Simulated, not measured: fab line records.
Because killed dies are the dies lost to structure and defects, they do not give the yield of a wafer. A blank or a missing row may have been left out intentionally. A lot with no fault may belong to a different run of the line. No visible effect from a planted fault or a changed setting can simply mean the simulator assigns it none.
fab line records :: flow ritCmos
[record]
  lots = 14
  wafers = 42
  lastDay = 8
route steps=202 shown NWELL@29
lots that met no fault: from a run of the same line without faults
startH: hours from the record's opening day to when the first of the lot's shown wafers began :: waitH: hours from the lot's prior step to this one :: " same as the row above :: L1.1+2: several wafers, shown together as one row :: - either no value or no given start :: * or withheld: withheld :: < > ~ a bound
route shown NAME@n: names a module that has steps shown in the file, with the first one's number in the route :: usual: average and standard deviation across the fault-free wafers :: same: alike in all rows :: chamber/n: place in a boat :: sites: per-site readings :: _std_site: standard deviation across them :: _edge_site: mean of outer sites minus mean of inner sites :: radiusMm: for every site, how far away it sits from the centre of the wafer :: mask NAME#n: copy n :: behind: the most recent tool/chamber to have shaped the wafer :: hold: the reason the lot was held/the length of the hold in hours/how it ended :: device: names the non-switching transistor (n, p or np) :: end of line: tests run on the same wafers once the route is complete :: where a step has no rows: the recipe by itself :: killed: count of dies lost to structure and defects at first sort (not the wafer's yield) :: map: a wafer's dies, x killed, . not, _ none there
set.NAME: the setting that was run; set.NAME@STEP: the one run at that earlier step :: model.NAME: the simulator's own value behind a step, which no gauge read
route steps across a sampled set of lots; one table per step, one row per wafer
[[steps]]
[step RIT_NWELL_COAT_01]
[recipe]
  resist = NOVOLAK
  spinRpm = 2000
  resistThkNm = 1300
[usual]
  spinSpeedRpm = 2000.1/1.2
lot.wafer: L715.1
tool: lithoTrack-04
chamber: 0
startH: 22.18
waitH: 0.1
spinSpeedRpm: 1998.9

lot.wafer: L715.2
tool: lithoTrack-04
chamber: 0
startH: 22.18
waitH: 0.1
spinSpeedRpm: 2001.3

lot.wafer: L715.4
tool: lithoTrack-04
chamber: 0
startH: 22.18
waitH: 0.1
spinSpeedRpm: 1998.9

lot.wafer: L716.2
tool: lithoTrack-02
chamber: 0
startH: 26.07
waitH: 0.1
spinSpeedRpm: 1999.1

lot.wafer: L716.4
tool: lithoTrack-02
chamber: 0
startH: 26.07
waitH: 0.1
spinSpeedRpm: 1999.6

lot.wafer: L716.6
tool: lithoTrack-02
chamber: 0
startH: 26.07
waitH: 0.1
spinSpeedRpm: 1999.0

lot.wafer: L717.4
tool: lithoTrack-04
chamber: 0
startH: 31.09
waitH: 0.1
spinSpeedRpm: 2001.2

lot.wafer: L717.5
tool: lithoTrack-04
chamber: 0
startH: 31.09
waitH: 0.1
spinSpeedRpm: 1999.6

lot.wafer: L717.6
tool: lithoTrack-04
chamber: 0
startH: 31.09
waitH: 0.1
spinSpeedRpm: 1998.8

lot.wafer: L718.1
tool: lithoTrack-03
chamber: 0
startH: 36.01
waitH: 0.1
spinSpeedRpm: 2002.3

lot.wafer: L718.4
tool: lithoTrack-03
chamber: 0
startH: 36.01
waitH: 0.1
spinSpeedRpm: 2002.0

lot.wafer: L718.6
tool: lithoTrack-03
chamber: 0
startH: 36.01
waitH: 0.1
spinSpeedRpm: 2001.8

lot.wafer: L720.4
tool: lithoTrack-03
chamber: 0
startH: 48.73
waitH: 0.1
spinSpeedRpm: 2000.4

lot.wafer: L720.5
tool: lithoTrack-03
chamber: 0
startH: 48.73
waitH: 0.1
spinSpeedRpm: 1999.4

lot.wafer: L720.6
tool: lithoTrack-03
chamber: 0
startH: 48.73
waitH: 0.1
spinSpeedRpm: 2000.0

lot.wafer: L723.4
tool: lithoTrack-02
chamber: 0
startH: 62.81
waitH: 0.1
spinSpeedRpm: 1306.2

lot.wafer: L723.5
tool: lithoTrack-02
chamber: 0
startH: 62.81
waitH: 0.1
spinSpeedRpm: 1306.3

lot.wafer: L723.6
tool: lithoTrack-02
chamber: 0
startH: 62.81
waitH: 0.1
spinSpeedRpm: 1306.5

lot.wafer: L724.3
tool: lithoTrack-02
chamber: 0
startH: 67.66
waitH: 0.1
spinSpeedRpm: 1305.3

lot.wafer: L724.4
tool: lithoTrack-02
chamber: 0
startH: 67.66
waitH: 0.1
spinSpeedRpm: 1304.7

lot.wafer: L724.6
tool: lithoTrack-02
chamber: 0
startH: 67.66
waitH: 0.1
spinSpeedRpm: 1303.5

lot.wafer: L726.1
tool: lithoTrack-02
chamber: 0
startH: 75.60
waitH: 0.1
spinSpeedRpm: 1306.7

lot.wafer: L726.3
tool: lithoTrack-02
chamber: 0
startH: 75.60
waitH: 0.1
spinSpeedRpm: 1305.5

lot.wafer: L726.5
tool: lithoTrack-02
chamber: 0
startH: 75.60
waitH: 0.1
spinSpeedRpm: 1305.3

lot.wafer: L729.2
tool: lithoTrack-04
chamber: 0
startH: 92.66
waitH: 0.1
spinSpeedRpm: 2000.6

lot.wafer: L729.3
tool: lithoTrack-04
chamber: 0
startH: 92.66
waitH: 0.1
spinSpeedRpm: 1998.8

lot.wafer: L729.4
tool: lithoTrack-04
chamber: 0
startH: 92.66
waitH: 0.1
spinSpeedRpm: 1999.5

lot.wafer: L732.1
tool: lithoTrack-03
chamber: 0
startH: 105.94
waitH: 0.1
spinSpeedRpm: 2000.0

lot.wafer: L732.3
tool: lithoTrack-03
chamber: 0
startH: 105.94
waitH: 0.1
spinSpeedRpm: 1998.3

lot.wafer: L732.4
tool: lithoTrack-03
chamber: 0
startH: 105.94
waitH: 0.1
spinSpeedRpm: 1999.3

lot.wafer: L733.1
tool: lithoTrack-03
chamber: 0
startH: 110.53
waitH: 0.1
spinSpeedRpm: 2002.0

lot.wafer: L733.2
tool: lithoTrack-03
chamber: 0
startH: 110.53
waitH: 0.1
spinSpeedRpm: 2001.6

lot.wafer: L733.4
tool: lithoTrack-03
chamber: 0
startH: 110.53
waitH: 0.1
spinSpeedRpm: 2003.4

lot.wafer: L736.1
tool: lithoTrack-03
chamber: 0
startH: 126.64
waitH: 0.1
spinSpeedRpm: 2000.9

lot.wafer: L736.5
tool: lithoTrack-03
chamber: 0
startH: 126.64
waitH: 0.1
spinSpeedRpm: 2001.0

lot.wafer: L736.6
tool: lithoTrack-03
chamber: 0
startH: 126.64
waitH: 0.1
spinSpeedRpm: 2000.4

lot.wafer: L737.1
tool: lithoTrack-04
chamber: 0
startH: 129.99
waitH: 0.1
spinSpeedRpm: 1999.6

lot.wafer: L737.3
tool: lithoTrack-04
chamber: 0
startH: 129.99
waitH: 0.1
spinSpeedRpm: 2000.7

lot.wafer: L737.6
tool: lithoTrack-04
chamber: 0
startH: 129.99
waitH: 0.1
spinSpeedRpm: 2000.4

lot.wafer: L738.1
tool: lithoTrack-04
chamber: 0
startH: 137.72
waitH: 0.1
spinSpeedRpm: 1998.9

lot.wafer: L738.2
tool: lithoTrack-04
chamber: 0
startH: 137.72
waitH: 0.1
spinSpeedRpm: 1998.4

lot.wafer: L738.3
tool: lithoTrack-04
chamber: 0
startH: 137.72
waitH: 0.1
spinSpeedRpm: 1998.3
[[key]]
[firstSign]
  step = RIT_NWELL_COAT_01
  reading = spinSpeedRpm
  direction = down
  sigmas = 99+
  usual = 2000.1
  struck = 1305.6
effect none on later readings
metAt RIT_NWELL_COAT_01
struckLots L723,L724,L726
testerLeftOut L723,L724,L726
onsetBetween 26.07 62.81
[fault]
  kind = processParameterDrift
  tool = lithoTrack-02
  chamber = -
  onsetH = 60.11
  steps = RIT_NWELL_COAT_01
  channel = spinRpm
  offset = -693.87
  shape = step
  endH = 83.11
  actsIn = theseRecipesOnly
  stated = 2000
// testerLeftOut: of these lots the tester's yield and bins aren't shown, on N5 and GAA mostly nor the transistor test; their killed dies are dies lost to structure and defects alone, not to doping, threshold or leakage, so they don't give the yield
